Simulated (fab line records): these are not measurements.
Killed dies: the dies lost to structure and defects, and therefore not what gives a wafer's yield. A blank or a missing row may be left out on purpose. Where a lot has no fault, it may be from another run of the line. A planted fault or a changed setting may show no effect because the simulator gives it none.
fab line records | flow ritCmos
record lots=5 wafers=23
route steps=202 shown ACTIVE@2 FOX2@23 NWELL@30 PWELL@44 WELLDRIVE@50 NRETRO@54
startH: hours from the record's opening day to when the first of the lot's shown wafers began | waitH: how many hours have passed since the lot's step before this one | " as in the row above | L1.1+2: a row that stands for several wafers | - no value present, or no start provided | * or withheld: withheld | < > ~ a bound
route shown NAME@n: NAME is a module with steps in the file, n the number in the route of the first one | usual: mean and standard deviation over wafers with no fault | same: alike in all rows | chamber/n: place in a boat | sites: per-site readings | _std_site: their standard deviation | _edge_site: outer sites' mean less inner sites' | radiusMm: how far each site lies from the wafer's centre | mask NAME#n: copy n | behind: tool/chamber where the wafer was last shaped | hold: why the lot went on hold/how many hours it stayed there/how the hold came to an end | device: whichever transistor did not switch (one of n, p or np) | end of line: tests of these same wafers at the route's end | step lacking rows: just its recipe | killed: the dies lost at the first sort to structure and to defects; this is not the yield of the wafer | map: a wafer's dies, marking killed ones x, the rest . and places with no die _
set.NAME: the setting as run; set.NAME@STEP: as run at that earlier step | model.NAME: the simulator's own value behind a step, which no gauge read
lots run with intentionally changed settings; tables by step, rows by wafer
## steps
# step RIT_ACTIVE_OXIDATION_01
# recipe tempC=1000 ambient=O2 targetThkA=468 oxTimeS=3360
# columns lot.wafer tool chamber startH waitH set.tempC model.SiO2_of_ACTIVE_OXIDATION_01.thkNm
L074.1 - - - 0.1 976.7 37.92
L074.2 " - " " 976.7 37.65
L074.3 " - " " 976.7 38.09
L074.4 " - " " 976.7 37.86
L074.6 " - " " 976.7 37.82
L079.1 - - - 0.2 1000 45.56
L079.2 " - " " 1000 46.06
L079.4 " - " " 1000 45.54
L079.5 " - " " 1000 45.59
L079.6 " - " " 1000 46.39
L080.2 - - - 0.1 1000 47.63
L080.3 " - " " 1000 47.29
L080.4 " - " " 1000 47.72
L080.5 " - " " 1000 47.06
L080.6 " - " " 1000 48.16
L082.1+5 - - - 0.1 1022 58.1
L082.2 " - " " 1022 59.12
L082.4 " - " " 1022 57.63
L082.6 " - " " 1022 58.73
L085.1 furnace-02 0 65.12 0.1 1000 46.99
L085.3 " 0 " " 1000 47.17
L085.4 " 0 " " 1000 46.86
# step RIT_ACTIVE_THK_MEAS_02
# recipe reads=SiO2_of_ACTIVE_OXIDATION_01
# usual ACTIVE_OXIDE_THK=46.8/0.75
# columns lot.wafer tool chamber startH waitH set.tempC@ACTIVE_OXIDATION_01 ACTIVE_OXIDE_THK[nm]
L074.1 filmMetro-03 - - - 976.7 37.9
L074.2 " - " " 976.7 37.6
L074.3 " - " " 976.7 38.1
L074.4 " - " " 976.7 37.9
L074.6 " - " " 976.7 37.8
L079.1 filmMetro-04 - - - 1000 45.6
L079.2 " - " " 1000 46.1
L079.4 " - " " 1000 45.6
L079.5 " - " " 1000 45.6
L079.6 " - " " 1000 46.3
L080.2 filmMetro-04 - - - 1000 47.6
L080.3 " - " " 1000 47.3
L080.4 " - " " 1000 47.7
L080.5 " - " " 1000 47.1
L080.6 " - " " 1000 48.2
L082.1 filmMetro-03 - - - 1022 58.1
L082.2 " - " " 1022 59.1
L082.4 " - " " 1022 57.6
L082.5 " - " " 1022 58.1
L082.6 " - " " 1022 58.7
L085.1 filmMetro-01 - 67.05 0.0 1000 47.0
L085.3 " - " " 1000 47.1
L085.4 " - " " 1000 46.9
# step RIT_ACTIVE_EXPOSE_08
# recipe maskId=M1 na=0.6 sourceShape=conventional sigmaOuter=0.6 targetCdNm=1400 doseMj=225
# columns lot.wafer tool chamber startH waitH mask set.doseMj
L074.1+2+3 ilineStepper-01 0 14.16 0.2 M1#0 229.6
L074.4+6 " 0 " " M1#0 225
L079.1+4+5 ilineStepper-01 0 39.18 0.2 M1#0 232.3
L079.2+6 " 0 " " M1#0 225
L080.2+3+4 ilineStepper-01 0 44.06 0.1 M1#0 225
L080.5+6 " 0 " " M1#0 240.3
L082.1+2+4 ilineStepper-01 0 54.18 0.1 M1#0 220.5
L082.5+6 " 0 " " M1#0 225
L085.1+3+4 ilineStepper-02 0 69.04 0.1 M1#0 225
# step RIT_ACTIVE_PEB_09
# recipe resist=NOVOLAK tempC=withheld timeS=withheld
# step RIT_ACTIVE_DEVELOP_10
# recipe resist=NOVOLAK developTimeS=50 devTempC=23
# step RIT_ACTIVE_CD_MEAS_11
# recipe targetCdNm=1400
# usual cdNm=1399.9/1.9
# columns lot.wafer tool chamber startH waitH set.doseMj@ACTIVE_EXPOSE_08 cdNm
L074.1 cdSem-01 - 14.56 - 229.6 1393.7
L074.2 " - " " 229.6 1396.0
L074.3 " - " " 229.6 1396.4
L074.4 " - " " 225 1403.3
L074.6 " - " " 225 1400.0
L079.1 cdSem-01 - 39.73 - 232.3 1394.7
L079.2 " - " " 225 1403.3
L079.4 " - " " 232.3 1392.3
L079.5 " - " " 232.3 1394.1
L079.6 " - " " 225 1401.3
L080.2 cdSem-01 - 44.46 - 225 1399.4
L080.3 " - " " 225 1399.0
L080.4 " - " " 225 1400.0
L080.5 " - " " 240.3 1381.4
L080.6 " - " " 240.3 1380.4
L082.1 cdSem-02 - 54.58 - 220.5 1405.7
L082.2 " - " " 220.5 1404.2
L082.4 " - " " 220.5 1405.1
L082.5 " - " " 225 1397.9
L082.6 " - " " 225 1398.1
L085.1 cdSem-01 - 69.44 - 225 1399.5
L085.3 " - " " 225 1397.8
L085.4 " - " " 225 1400.1
# step RIT_ACTIVE_ETCH_13
# recipe stopOn=SiO2 chemistry=SF6 target=Si3N4 timeS=210 overEtchFrac=0.4 SF6_flow_sccm=200 pressureMtorr=260 rfW=125 targetDepthA=2100
# columns lot.wafer tool chamber startH waitH set.rfW set.tempC@ACTIVE_OXIDATION_01 set.doseMj@ACTIVE_EXPOSE_08 model.ACTIVE.cdNm model.SiO2_of_ACTIVE_OXIDATION_01.thkNm
L074.1 rieDiel-03 0 14.83 0.1 125 976.7 229.6 1394 37.92
L074.2 " 1 " " 125 976.7 229.6 1396 37.65
L074.3 " 2 " " 125 976.7 229.6 1397 35.76
L074.4 " 3 " " 125 976.7 225 1403 37.86
L074.6 " 2 " " 125 976.7 225 1400 35.51
L079.1 rieDiel-03 2 40.02 0.1 130.8 1000 232.3 1395 39.91
L079.2 " 1 " " 125 1000 225 1403 46.06
L079.4 " 3 " " 125 1000 232.3 1392 45.54
L079.5 " 1 " " 130.8 1000 232.3 1394 43.24
L079.6 " 2 " " 125 1000 225 1402 44.07
L080.2 rieDiel-04 1 44.71 0.1 134.8 1000 225 1400 43.24
L080.3 " 0 " " 125 1000 225 1399 46.97
L080.4 " 2 " " 134.8 1000 225 1400 46.1
L080.5 " 3 " " 125 1000 240.3 1381 47.06
L080.6 " 0 " " 134.8 1000 240.3 1380 42.25
L082.1 rieDiel-04 0 54.85 0.1 125 1022 220.5 1406 57.77
L082.2 " 1 " " 125 1022 220.5 1405 59.12
L082.4 " 3 " " 125 1022 220.5 1405 57.63
L082.5 " 1 " " 125 1022 225 1398 58.1
L082.6 " 0 " " 125 1022 225 1398 58.4
L085.1 rieDiel-04 1 69.71 0.1 125 1000 225 1400 46.99
L085.3 " 0 " " 125 1000 225 1398 46.84
L085.4 " 2 " " 125 1000 225 1400 46.86
# step RIT_ACTIVE_STRIP_14
# recipe chemistry=O2 timeS=180 resist=NOVOLAK platenTempC=withheld powerW=500 pressureMtorr=4000 o2FlowSccm=4000
# step RIT_ACTIVE_CD_MEAS_90
# recipe targetCdNm=1400
# usual cdNm=1399.9/1.9
# columns lot.wafer tool chamber startH waitH set.doseMj@ACTIVE_EXPOSE_08 cdNm
L074.1 cdSem-01 - 15.14 0.1 229.6 1393.4
L074.2 " - " " 229.6 1396.3
L074.3 " - " " 229.6 1396.8
L074.4 " - " " 225 1402.8
L074.6 " - " " 225 1400.3
L079.1 cdSem-02 - 40.33 0.1 232.3 1395.3
L079.2 " - " " 225 1403.1
L079.4 " - " " 232.3 1391.9
L079.5 " - " " 232.3 1394.3
L079.6 " - " " 225 1401.6
L080.2 cdSem-02 - 45.04 0.1 225 1399.5
L080.3 " - " " 225 1399.2
L080.4 " - " " 225 1399.9
L080.5 " - " " 240.3 1381.0
L080.6 " - " " 240.3 1380.4
L082.1 cdSem-01 - 55.16 0.1 220.5 1405.5
L082.2 " - " " 220.5 1404.8
L082.4 " - " " 220.5 1405.3
L082.5 " - " " 225 1398.1
L082.6 " - " " 225 1398.1
L085.1 cdSem-02 - 70.02 0.1 225 1399.5
L085.3 " - " " 225 1397.8
L085.4 " - " " 225 1400.1
# step RIT_FOX2_OXIDATION_00
# recipe tempC=1100 ambient=H2O targetThkA=3507 pH2oTorr=720 oxTimeS=1130
# columns lot.wafer tool chamber startH waitH set.tempC model.SiO2_of_FOX2_OXIDATION_00.thkNm
L074.1 - - - 0.0 1089 349.3
L074.2 " - " " 1089 343.6
L074.3 " - " " 1089 348.7
L074.4 " - " " 1089 344
L074.6 " - " " 1089 342.9
L079.1 - - - 0.0 1120 375.5
L079.2 " - " " 1120 378.2
L079.4 " - " " 1120 380.6
L079.5 " - " " 1120 381.3
L079.6 " - " " 1120 378.7
L080.2 - - - 0.0 1124 396.6
L080.3 " - " " 1124 390.9
L080.4 " - " " 1124 398.9
L080.5 " - " " 1124 391.5
L080.6 " - " " 1124 398.1
L082.1 - - - 0.0 1091 339.1
L082.2 " - " " 1091 336.8
L082.4 " - " " 1091 337.8
L082.5 " - " " 1091 341.9
L082.6 " - " " 1091 341.1
L085.1 furnace-03 0 72.00 0.0 1100 356.5
L085.3 " 0 " " 1100 350.4
L085.4 " 0 " " 1100 348.4
# step RIT_FOX2_THK_MEAS_01
# recipe reads=SiO2_of_FOX2_OXIDATION_00
# usual FOX2_OXIDE_THK=350/7.2
# columns lot.wafer tool chamber startH waitH set.tempC@FOX2_OXIDATION_00 FOX2_OXIDE_THK[nm]
L074.1 filmMetro-01 - - - 1089 349
L074.2 " - " " 1089 344
L074.3 " - " " 1089 349
L074.4 " - " " 1089 344
L074.6 " - " " 1089 343
L079.1 filmMetro-02 - - - 1120 375
L079.2 " - " " 1120 378
L079.4 " - " " 1120 381
L079.5 " - " " 1120 382
L079.6 " - " " 1120 379
L080.2 filmMetro-02 - - - 1124 396
L080.3 " - " " 1124 391
L080.4 " - " " 1124 399
L080.5 " - " " 1124 391
L080.6 " - " " 1124 398
L082.1 filmMetro-02 - - - 1091 339
L082.2 " - " " 1091 337
L082.4 " - " " 1091 338
L082.5 " - " " 1091 342
L082.6 " - " " 1091 341
L085.1 filmMetro-03 - 73.31 0.0 1100 356
L085.3 " - " " 1100 350
L085.4 " - " " 1100 348
# step RIT_FOX2_CLEAN_02
# recipe chemistry=dHF dilution=50:1 timeS=180
# step RIT_FOX2_WET_ETCH_03
# recipe chemistry=H3PO4 target=Si3N4 targetDepthNm=195 tempC=165 timeS=2700
# step RIT_FOX2_THK_MEAS_90
# recipe reads=SiO2_of_FOX2_OXIDATION_00
# usual FIELD_OXIDE_LEFT_1_THK=323/7.3
# columns lot.wafer tool chamber startH waitH set.tempC@FOX2_OXIDATION_00 FIELD_OXIDE_LEFT_1_THK[nm]
L074.1 filmMetro-01 - 19.85 0.0 1089 323
L074.2 " - " " 1089 317
L074.3 " - " " 1089 321
L074.4 " - " " 1089 317
L074.6 " - " " 1089 316
L079.1 filmMetro-01 - 44.66 0.0 1120 348
L079.2 " - " " 1120 351
L079.4 " - " " 1120 353
L079.5 " - " " 1120 354
L079.6 " - " " 1120 351
L080.2 filmMetro-01 - 49.24 0.0 1124 369
L080.3 " - " " 1124 364
L080.4 " - " " 1124 372
L080.5 " - " " 1124 364
L080.6 " - " " 1124 371
L082.1 filmMetro-01 - 60.47 0.0 1091 312
L082.2 " - " " 1091 310
L082.4 " - " " 1091 311
L082.5 " - " " 1091 315
L082.6 " - " " 1091 314
L085.1 filmMetro-02 - 74.19 0.0 1100 329
L085.3 " - " " 1100 323
L085.4 " - " " 1100 321
# step RIT_NWELL_SOFTBAKE_02
# recipe resist=NOVOLAK tempC=90 timeS=60
# columns lot.wafer tool chamber startH waitH set.tempC
L074.1+4 lithoTrack-04 0 20.21 0.1 90
L074.2+3+6 " 0 " " 86.53
L079.1+2+5 lithoTrack-02 0 45.02 0.1 90
L079.4+6 " 0 " " 91.96
L080.2+4 lithoTrack-04 0 49.61 0.1 91.05
L080.3+5+6 " 0 " " 90
L082.1+5 lithoTrack-02 0 60.90 0.1 91.15
L082.2+4+6 " 0 " " 90
L085.1+3+4 lithoTrack-03 0 74.55 0.1 90
# step RIT_NWELL_EXPOSE_03
# recipe maskId=M2 na=0.57 targetCdNm=43900 doseMj=250
# step RIT_NWELL_PEB_04
# recipe resist=NOVOLAK tempC=withheld timeS=withheld
# step RIT_NWELL_DEVELOP_05
# recipe resist=NOVOLAK developTimeS=68 devTempC=23
# columns lot.wafer tool chamber startH waitH set.tempC@NWELL_SOFTBAKE_02 model.NOVOLAK_of_NWELL_COAT_01.thkNm
L074.1+4 lithoTrack-04 0 - - 90 1274
L074.2 " 0 " " 86.53 1287
L074.3 " 0 " " 86.53 1286
L074.6 " 0 " " 86.53 1288
L079.1 lithoTrack-04 0 - - 90 1279
L079.2 " 0 " " 90 1280
L079.4 " 0 " " 91.96 1274
L079.5 " 0 " " 90 1278
L079.6 " 0 " " 91.96 1275
L080.2 lithoTrack-03 0 - - 91.05 1277
L080.3 " 0 " " 90 1279
L080.4 " 0 " " 91.05 1276
L080.5 " 0 " " 90 1277
L080.6 " 0 " " 90 1280
L082.1 lithoTrack-04 0 - - 91.15 1277
L082.2 " 0 " " 90 1279
L082.4 " 0 " " 90 1273
L082.5 " 0 " " 91.15 1275
L082.6 " 0 " " 90 1276
L085.1 lithoTrack-02 0 - - 90 1273
L085.3+4 " 0 " " 90 1276
# step RIT_NWELL_IMPLANT_08
# recipe species=P energyKev=170 doseCm2=5e+13 tiltDeg=7
# columns lot.wafer tool chamber startH waitH set.doseCm2
L074.1+4+6 implanter-04 0 21.20 0.2 4.736e+13
L074.2+3 " 0 " " 5e+13
L079.1+2+4+5+6 implanter-03 0 45.96 0.2 5e+13
L080.2+3 implanter-04 0 50.48 0.2 5e+13
L080.4+5+6 " 0 " " 5.317e+13
L082.1+2+4+5+6 implanter-01 0 61.83 0.2 5e+13
L085.1+3+4 implanter-03 0 75.41 0.2 5e+13
# step RIT_NWELL_STRIP_09
# recipe chemistry=O2 timeS=180 resist=NOVOLAK platenTempC=withheld powerW=500 pressureMtorr=4000 o2FlowSccm=4000
# step RIT_NWELL_TW_MEAS_10
# usual NWELL_TW=2148/12
# columns lot.wafer tool chamber startH waitH set.doseCm2@NWELL_IMPLANT_08 NWELL_TW
L074.1 filmMetro-03 - 21.53 0.1 4.736e+13 2115
L074.2 " - " " 5e+13 2166
L074.3 " - " " 5e+13 2150
L074.4 " - " " 4.736e+13 2118
L074.6 " - " " 4.736e+13 2141
L079.1 filmMetro-02 - 46.28 0.1 5e+13 2145
L079.2 " - " " 5e+13 2142
L079.4 " - " " 5e+13 2154
L079.5 " - " " 5e+13 2151
L079.6 " - " " 5e+13 2142
L080.2 filmMetro-02 - 50.79 0.1 5e+13 2146
L080.3 " - " " 5e+13 2149
L080.4 " - " " 5.317e+13 2176
L080.5 " - " " 5.317e+13 2185
L080.6 " - " " 5.317e+13 2185
L082.1 filmMetro-02 - 62.15 0.1 5e+13 2151
L082.2 " - " " 5e+13 2151
L082.4 " - " " 5e+13 2147
L082.5 " - " " 5e+13 2150
L082.6 " - " " 5e+13 2146
L085.1 filmMetro-02 - 75.74 0.1 5e+13 2126
L085.3 " - " " 5e+13 2139
L085.4 " - " " 5e+13 2146
# step RIT_PWELL_DEVELOP_05
# recipe resist=NOVOLAK developTimeS=68 devTempC=23
# columns lot.wafer tool chamber startH waitH set.developTimeS
L074.1+2 lithoTrack-02 0 - - 73.9
L074.3+4+6 " 0 " " 68
L079.1+2+4+5+6 lithoTrack-02 0 - - 68
L080.2+4+5 lithoTrack-03 0 - - 68
L080.3+6 " 0 " " 61.67
L082.1+6 lithoTrack-01 0 - - 68
L082.2+4+5 " 0 " " 59.57
L085.1+3+4 lithoTrack-02 0 - - 68
# step RIT_PWELL_HARDBAKE_07
# recipe resist=NOVOLAK tempC=140 timeS=120
# step RIT_WELLDRIVE_ANNEAL_00
# recipe tempC=1100 timeS=14700 ambient=N2
# step RIT_WELLDRIVE_RS_MEAS_01
# recipe thkMeasGauge=four-point-probe
# usual NWELL_RS=275.5/0.91
# columns lot.wafer tool chamber startH waitH set.doseCm2@NWELL_IMPLANT_08 NWELL_RS[ohm/sq]
L074.1 filmMetro-02 - 28.40 0.0 4.736e+13 284.7
L074.2 " - " " 5e+13 274.5
L074.3 " - " " 5e+13 274.9
L074.4 " - " " 4.736e+13 284.2
L074.6 " - " " 4.736e+13 283.3
L079.1 filmMetro-02 - 53.41 0.0 5e+13 275.7
L079.2 " - " " 5e+13 275.8
L079.4 " - " " 5e+13 275.9
L079.5 " - " " 5e+13 275.4
L079.6 " - " " 5e+13 275.6
L080.2 filmMetro-04 - 59.21 0.0 5e+13 274.7
L080.3 " - " " 5e+13 274.3
L080.4 " - " " 5.317e+13 264.3
L080.5 " - " " 5.317e+13 264.4
L080.6 " - " " 5.317e+13 264.1
L082.1 filmMetro-02 - 68.97 0.0 5e+13 275.6
L082.2 " - " " 5e+13 275.4
L082.4 " - " " 5e+13 275.3
L082.5 " - " " 5e+13 275.4
L082.6 " - " " 5e+13 275.5
L085.1 filmMetro-03 - 82.70 0.0 5e+13 275.1
L085.3 " - " " 5e+13 274.6
L085.4 " - " " 5e+13 274.1
# step RIT_NRETRO_COAT_01
# recipe resist=NOVOLAK spinRpm=2000 resistThkNm=1300
# columns lot.wafer tool chamber startH waitH set.resistThkNm model.NOVOLAK_of_NRETRO_COAT_01.thkNm
L074.1 lithoTrack-01 0 28.79 0.1 1300 1301
L074.2+6 " 0 " " 1300 1297
L074.3 " 0 " " 1267 1269
L074.4 " 0 " " 1267 1266
L079.1 lithoTrack-02 0 53.87 0.1 1300 1301
L079.2 " 0 " " 1224 1226
L079.4 " 0 " " 1224 1224
L079.5 " 0 " " 1224 1223
L079.6 " 0 " " 1300 1303
L080.2+5 lithoTrack-04 0 59.61 0.1 1244 1246
L080.3 " 0 " " 1244 1252
L080.4 " 0 " " 1300 1304
L080.6 " 0 " " 1300 1302
L082.1 lithoTrack-01 0 69.36 0.1 1329 1326
L082.2 " 0 " " 1300 1293
L082.4 " 0 " " 1300 1296
L082.5 " 0 " " 1329 1325
L082.6 " 0 " " 1329 1323
L085.1 lithoTrack-04 0 83.09 0.1 1300 1298
L085.3 " 0 " " 1300 1304
L085.4 " 0 " " 1300 1302
# step RIT_NRETRO_DEVELOP_05
# recipe resist=NOVOLAK developTimeS=68 devTempC=23
# columns lot.wafer tool chamber startH waitH set.developTimeS
L074.1+2+4 lithoTrack-01 0 - - 68
L074.3+6 " 0 " " 71.87
L079.1+2+4 lithoTrack-01 0 - - 68
L079.5+6 " 0 " " 75.74
L080.2+3+4 lithoTrack-01 0 - - 75.47
L080.5+6 " 0 " " 68
L082.1+2+4+5+6 lithoTrack-02 0 - - 68
L085.1+3+4 lithoTrack-02 0 - - 68
# step RIT_NRETRO_HARDBAKE_07
# recipe resist=NOVOLAK tempC=140 timeS=120
# columns lot.wafer tool chamber startH waitH set.resistThkNm@NRETRO_COAT_01 model.NOVOLAK_of_NRETRO_COAT_01.thkNm
L074.1 lithoTrack-04 0 29.56 0.0 1300 1138
L074.2 " 0 " " 1300 1135
L074.3 " 0 " " 1267 1110
L074.4 " 0 " " 1267 1108
L074.6 " 0 " " 1300 1134
L079.1 lithoTrack-02 0 54.76 0.0 1300 1138
L079.2 " 0 " " 1224 1073
L079.4+5 " 0 " " 1224 1071
L079.6 " 0 " " 1300 1140
L080.2+5 lithoTrack-02 0 60.39 0.1 1244 1091
L080.3 " 0 " " 1244 1096
L080.4 " 0 " " 1300 1140
L080.6 " 0 " " 1300 1138
L082.1 lithoTrack-04 0 70.25 0.0 1329 1159
L082.2 " 0 " " 1300 1131
L082.4 " 0 " " 1300 1133
L082.5 " 0 " " 1329 1158
L082.6 " 0 " " 1329 1157
L085.1 lithoTrack-02 0 83.86 0.0 1300 1135
L085.3 " 0 " " 1300 1140
L085.4 " 0 " " 1300 1138
## key
split step=RIT_ACTIVE_OXIDATION_01 setting=tempC stated=1000 by=lot
response step=RIT_ACTIVE_OXIDATION_01 reading=model.SiO2_of_ACTIVE_OXIDATION_01.thkNm change=+4.51 per=1% r=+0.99
response step=RIT_ACTIVE_THK_MEAS_02 reading=ACTIVE_OXIDE_THK change=+4.51 per=1% r=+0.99
response step=RIT_ACTIVE_ETCH_13 reading=model.SiO2_of_ACTIVE_OXIDATION_01.thkNm change=+4.67 per=1% r=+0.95
split step=RIT_ACTIVE_EXPOSE_08 setting=doseMj stated=225 by=wafer
response step=RIT_ACTIVE_CD_MEAS_11 reading=cdNm change=-2.79 per=1% r=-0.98
response step=RIT_ACTIVE_ETCH_13 reading=model.ACTIVE.cdNm change=-2.83 per=1% r=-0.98
response step=RIT_ACTIVE_CD_MEAS_90 reading=cdNm change=-2.81 per=1% r=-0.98
split step=RIT_ACTIVE_ETCH_13 setting=rfW stated=125 by=wafer
response none clear
split step=RIT_FOX2_OXIDATION_00 setting=tempC stated=1100 by=lot
response step=RIT_FOX2_OXIDATION_00 reading=model.SiO2_of_FOX2_OXIDATION_00.thkNm change=+15.6 per=1% r=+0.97
response step=RIT_FOX2_THK_MEAS_01 reading=FOX2_OXIDE_THK change=+15.6 per=1% r=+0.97
response step=RIT_FOX2_THK_MEAS_90 reading=FIELD_OXIDE_LEFT_1_THK change=+15.5 per=1% r=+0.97
split step=RIT_NWELL_SOFTBAKE_02 setting=tempC stated=90 by=wafer
response step=RIT_NWELL_DEVELOP_05 reading=model.NOVOLAK_of_NWELL_COAT_01.thkNm change=-2.74 per=1% r=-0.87
split step=RIT_NWELL_IMPLANT_08 setting=doseCm2 stated=5e+13 by=wafer
response step=RIT_NWELL_TW_MEAS_10 reading=NWELL_TW change=+5.78 per=1% r=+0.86
response step=RIT_WELLDRIVE_RS_MEAS_01 reading=NWELL_RS change=-1.67 per=1% r=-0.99
split step=RIT_PWELL_DEVELOP_05 setting=developTimeS stated=68 by=wafer
response none clear
split step=RIT_NRETRO_COAT_01 setting=resistThkNm stated=1300 by=wafer
response step=RIT_NRETRO_COAT_01 reading=model.NOVOLAK_of_NRETRO_COAT_01.thkNm change=+13 per=1% r=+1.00
response step=RIT_NRETRO_HARDBAKE_07 reading=model.NOVOLAK_of_NRETRO_COAT_01.thkNm change=+11.2 per=1% r=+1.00
split step=RIT_NRETRO_DEVELOP_05 setting=developTimeS stated=68 by=wafer
response none clear
